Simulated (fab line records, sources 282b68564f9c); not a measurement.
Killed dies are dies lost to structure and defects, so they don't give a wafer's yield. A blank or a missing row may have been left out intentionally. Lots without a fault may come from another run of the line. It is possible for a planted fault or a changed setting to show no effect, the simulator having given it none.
fab line records    flow ritCmos
record lots=14  wafers=42  lastDay=8
route steps=202 shown PWELL@48 NRETRO@56 GATE@83 SILICIDE@165
lots that met no fault: taken from a fault-free run of the same line
startH: start of the lot's first displayed wafer, in hours after the record's first day    waitH: time in hours since the lot's previous step    " repeats the value in the row above    L1.1+2: one row covering several wafers at once    - either no value or no given start    * or withheld: withheld    < > ~ a bound
route shown NAME@n: a module of which the file shows steps, and the number in the route of the first    usual: mean and standard deviation over wafers with no fault    same: alike in all rows    chamber/n: place in a boat    sites: per-site readings    _std_site: the values' standard deviation    _edge_site: outer sites' mean less inner sites'    radiusMm: how far each site lies from the wafer's centre    mask NAME#n: copy n    behind: tool/chamber where the wafer was last shaped    hold: the reason the lot was held/the length of the hold in hours/how it ended    device: whichever transistor did not switch (one of n, p or np)    end of line: the route-end tests of the same wafers    a step without rows: its recipe alone    killed: dies that structure and defects cost at the first sort, which is not the same as the wafer's yield    map: per-die view of a wafer (x killed, . not killed, _ where there is no die)
set.NAME: the setting the step ran with; set.NAME@STEP: the setting that earlier step ran with    model.NAME: the simulator's own value behind a step, which no gauge read
steps of the route over a sample of lots; a table a step, a row a wafer
services: when a tool's chamber went out of use (startH, in hours from the record's first day, below 0 if earlier), for how many hours, and the reason
## steps
# step RIT_PWELL_STRIP_09
# recipe chemistry=O2  timeS=180  resist=NOVOLAK  platenTempC=withheld  powerW=500  pressureMtorr=4000  o2FlowSccm=4000
# usual drypumpMotorCurrentA=6.0/0.75
lot.wafer  tool            chamber  startH  waitH  drypumpMotorCurrentA  rfHoursCounterH
L591.1     plasmaAsher-03  0        26.07   0.1    6.4                   23
L591.5     "               1        "       "      4.9                   -
L591.6     "               0        "       "      6.4                   -
L592.2     plasmaAsher-03  1        29.51   0.1    4.9                   23
L592.4     "               0        "       "      6.5                   -
L592.6     "               1        "       "      4.8                   -
L593.2     plasmaAsher-04  0        34.49   0.1    6.7                   35
L593.4     "               1        "       "      6.6                   -
L593.6     "               0        "       "      6.8                   -
L594.2     plasmaAsher-03  0        38.85   0.1    6.4                   24
L594.3     "               0        "       "      6.4                   -
L594.4     "               1        "       "      4.9                   -
L596.1     plasmaAsher-04  0        49.27   0.1    6.8                   37
L596.4     "               0        "       "      6.8                   -
L596.5     "               0        "       "      6.7                   -
L599.1     plasmaAsher-02  1        72.59   0.1    5.2                   44
L599.2     "               0        "       "      5.4                   44
L599.3     "               0        "       "      5.4                   -
L605.3     plasmaAsher-03  1        99.21   0.1    4.9                   -
L605.5     "               0        "       "      6.4                   -
L605.6     "               1        "       "      4.9                   -
L604.3     plasmaAsher-04  1        99.45   0.1    6.6                   -
L604.5     "               1        "       "      6.6                   -
L604.6     "               0        "       "      6.8                   -
L607.1     plasmaAsher-03  1        114.18  0.1    4.9                   31
L607.2     "               0        "       "      6.4                   31
L607.5     "               0        "       "      6.4                   -
L609.2     plasmaAsher-02  0        126.30  0.1    5.4                   50
L609.4     "               0        "       "      5.4                   -
L609.6     "               0        "       "      5.4                   -
L610.2     plasmaAsher-03  0        126.74  0.1    6.4                   33
L610.5     "               0        "       "      6.4                   -
L610.6     "               1        "       "      4.9                   -
L611.2     plasmaAsher-02  0        128.90  0.1    5.4                   50
L611.3     "               0        "       "      5.4                   -
L611.4     "               1        "       "      5.2                   -
L612.2     plasmaAsher-03  1        140.39  0.1    4.9                   34
L612.4     "               0        "       "      6.4                   -
L612.5     "               1        "       "      4.9                   -
L614.2     plasmaAsher-04  1        142.61  0.1    6.6                   45
L614.4     "               1        "       "      6.6                   -
L614.5     "               1        "       "      6.6                   -
# step RIT_NRETRO_EXPOSE_03
# recipe maskId=M4  na=0.57  targetCdNm=43900  doseMj=250
# usual exposureDoseMJCm2=250.00/0.26  focusOffsetNm=0.1/0.54
lot.wafer  tool             chamber  startH  waitH  mask  exposureDoseMJCm2  focusOffsetNm
L591.1     ilineStepper-02  0        32.19   0.1    M4#0  250.24             0.5
L591.5     "                0        "       "      M4#0  250.32             0.3
L591.6     "                0        "       "      M4#0  250.44             -0.3
L592.2     ilineStepper-01  0        36.55   0.2    M4#0  250.20             -0.7
L592.4     "                0        "       "      M4#0  250.01             0.0
L592.6     "                0        "       "      M4#0  250.08             0.5
L593.2     ilineStepper-01  0        40.51   0.1    M4#0  249.80             0.6
L593.4     "                0        "       "      M4#0  250.14             1.5
L593.6     "                0        "       "      M4#0  249.85             0.7
L594.2     ilineStepper-02  0        45.23   0.2    M4#0  249.42             0.0
L594.3     "                0        "       "      M4#0  249.52             -1.0
L594.4     "                0        "       "      M4#0  249.68             -0.5
L596.1     ilineStepper-01  0        57.97   0.1    M4#0  250.00             -0.2
L596.4     "                0        "       "      M4#0  250.22             -0.6
L596.5     "                0        "       "      M4#0  250.07             0.3
L599.1     ilineStepper-01  0        81.85   0.2    M4#0  250.08             0.7
L599.2     "                0        "       "      M4#0  250.43             -0.1
L599.3     "                0        "       "      M4#0  250.20             0.2
L605.3     ilineStepper-02  -        109.38  0.2    M4#0  -                  -
L605.5     "                -        "       "      M4#0  -                  -
L605.6     "                -        "       "      M4#0  -                  -
L604.3     ilineStepper-01  -        109.63  0.5    M4#0  -                  -
L604.5     "                -        "       "      M4#0  -                  -
L604.6     "                -        "       "      M4#0  -                  -
L607.1     ilineStepper-01  0        121.51  0.2    M4#0  250.35             1.0
L607.2     "                0        "       "      M4#0  250.40             0.7
L607.5     "                0        "       "      M4#0  250.04             1.0
L609.2     ilineStepper-01  0        134.77  0.1    M4#0  250.05             1.1
L609.4     "                0        "       "      M4#0  249.95             -0.1
L609.6     "                0        "       "      M4#0  250.15             0.3
L610.2     ilineStepper-02  0        135.01  0.2    M4#0  249.94             -0.2
L610.5     "                0        "       "      M4#0  249.54             -0.3
L610.6     "                0        "       "      M4#0  249.88             -0.8
L611.2     ilineStepper-01  0        135.31  0.2    M4#0  249.74             -0.2
L611.3     "                0        "       "      M4#0  249.40             0.2
L611.4     "                0        "       "      M4#0  249.67             -0.2
L612.2     ilineStepper-01  0        146.72  0.1    M4#0  250.18             1.3
L612.4     "                0        "       "      M4#0  250.21             0.6
L612.5     "                0        "       "      M4#0  250.29             -0.3
L614.2     ilineStepper-01  0        150.08  0.2    M4#0  250.10             0.4
L614.4     "                0        "       "      M4#0  250.05             0.1
L614.5     "                0        "       "      M4#0  249.96             0.8
# step RIT_GATE_THK_MEAS_07
# recipe reads=SiO2_of_GATE_OXIDATION_05
# usual GATE_OXIDE_THK=3.01/0.062
lot.wafer  tool          chamber  startH  waitH  GATE_OXIDE_THK[nm]
L591.1     filmMetro-01  -        37.30   0.0    3.00
L591.5     "             -        "       "      2.94
L591.6     "             -        "       "      2.96
L592.2     filmMetro-03  -        43.52   0.0    3.05
L592.4     "             -        "       "      3.08
L592.6     "             -        "       "      2.99
L593.2     filmMetro-01  -        47.64   0.0    2.96
L593.4     "             -        "       "      2.93
L593.6     "             -        "       "      3.03
L594.2     filmMetro-02  -        52.82   0.0    3.05
L594.3     "             -        "       "      2.93
L594.4     "             -        "       "      2.94
L596.1     filmMetro-03  -        70.90   0.0    2.94
L596.4     "             -        "       "      2.92
L596.5     "             -        "       "      3.05
L599.1     filmMetro-03  -        91.76   0.0    3.07
L599.2     "             -        "       "      3.01
L599.3     "             -        "       "      3.03
L604.3     filmMetro-01  -        122.07  0.0    3.16
L604.5     "             -        "       "      3.07
L604.6     "             -        "       "      3.13
L605.3     filmMetro-03  -        122.07  0.0    3.04
L605.5     "             -        "       "      3.05
L605.6     "             -        "       "      3.02
L607.1     filmMetro-03  -        126.47  0.0    3.02
L607.2     "             -        "       "      2.98
L607.5     "             -        "       "      2.97
L609.2     filmMetro-03  -        141.42  0.0    2.94
L609.4     "             -        "       "      2.95
L609.6     "             -        "       "      2.89
L610.2     filmMetro-01  -        141.42  0.0    3.02
L610.5     "             -        "       "      2.96
L610.6     "             -        "       "      2.95
L611.2     filmMetro-01  -        142.86  0.0    2.98
L611.3     "             -        "       "      2.99
L611.4     "             -        "       "      2.97
L612.2     filmMetro-02  -        153.37  0.0    3.04
L612.4     "             -        "       "      3.04
L612.5     "             -        "       "      3.03
L614.2     filmMetro-03  -        156.06  0.0    2.91
L614.4     "             -        "       "      2.97
L614.5     "             -        "       "      2.99
# step RIT_SILICIDE_RTA_04
# recipe tempC=650  timeS=10  idleTempC=25  rampUpS=5  rampDownS=5  coolToC=25  ambient=N2
# usual wafer_temp_C_max=652.4/1.1
lot.wafer  tool          chamber  startH  waitH  wafer_temp_C_max
L591.1     rtpAnneal-01  0        56.00   0.1    651.5
L591.5     "             0        "       "      652.0
L591.6     "             0        "       "      651.7
L592.2     rtpAnneal-02  0        65.04   0.1    653.2
L592.4     "             0        "       "      653.9
L592.6     "             0        "       "      653.4
L593.2     rtpAnneal-01  0        69.35   0.1    651.6
L593.4     "             0        "       "      651.9
L593.6     "             0        "       "      652.6
L594.2     rtpAnneal-02  0        73.44   0.1    653.3
L594.3     "             0        "       "      653.1
L594.4     "             0        "       "      652.7
L596.1     rtpAnneal-02  0        89.17   0.1    655.6
L596.4     "             0        "       "      654.5
L596.5     "             0        "       "      654.5
L599.1     rtpAnneal-01  0        111.74  0.1    651.7
L599.2     "             0        "       "      651.8
L599.3     "             0        "       "      652.1
L605.3     rtpAnneal-01  0        141.02  0.1    652.1
L605.5     "             0        "       "      651.9
L605.6     "             0        "       "      651.4
L604.3     rtpAnneal-01  0        141.27  0.1    652.1
L604.5     "             0        "       "      651.9
L604.6     "             0        "       "      651.1
L607.1     rtpAnneal-01  0        149.55  0.1    651.7
L607.2     "             0        "       "      651.9
L607.5     "             0        "       "      651.4
L609.2     rtpAnneal-02  0        161.42  0.1    654.2
L609.4     "             0        "       "      653.4
L609.6     "             0        "       "      653.8
L610.2     rtpAnneal-01  0        162.16  0.1    651.7
L610.5     "             0        "       "      651.3
L610.6     "             0        "       "      651.1
L611.2     rtpAnneal-01  0        162.91  0.1    651.1
L611.3     "             0        "       "      652.1
L611.4     "             0        "       "      651.1
L612.2     rtpAnneal-02  0        170.85  0.1    653.4
L612.4     "             0        "       "      653.7
L612.5     "             0        "       "      654.0
L614.2     rtpAnneal-01  0        175.01  0.1    651.6
L614.4     "             0        "       "      651.6
L614.5     "             0        "       "      652.1
## services
tool             chamber  startH  hours  kind
ilineStepper-01  -        119.14  1.7    pm
plasmaAsher-04   -        121.84  3.7    pm
ilineStepper-02  0        132.60  -      calibration
ilineStepper-01  0        135.13  -      calibration
plasmaAsher-02   -        145.29  0.8    repair
rtpAnneal-02     -        148.14  4.1    pm
plasmaAsher-03   -        151.56  1.9    repair
ilineStepper-02  -        164.89  -      consumableReplace:lamp
ilineStepper-02  -        168.20  2.9    repair
plasmaAsher-03   -        172.27  2.8    pm
ilineStepper-02  -        174.54  1.7    pm
## key
firstSign step=RIT_NRETRO_EXPOSE_03  reading=toolRecord  direction=missing
effect none on later readings
metAt RIT_NRETRO_EXPOSE_03
struckLots L604,L605
rowsEnd L604.3,L604.5,L604.6,L605.3,L605.5,L605.6
notActingAt RIT_PWELL_STRIP_09,RIT_GATE_THK_MEAS_07,RIT_SILICIDE_RTA_04
onsetBetween 81.85 109.38
fault kind=skippedStepWhole  tool=ilineStepper-01,ilineStepper-02  chamber=-  onsetH=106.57  steps=RIT_NRETRO_EXPOSE_03  scope=struckLotsOnly
# rowsEnd: these wafers met a further fault down the route, and their rows from its step on are left out
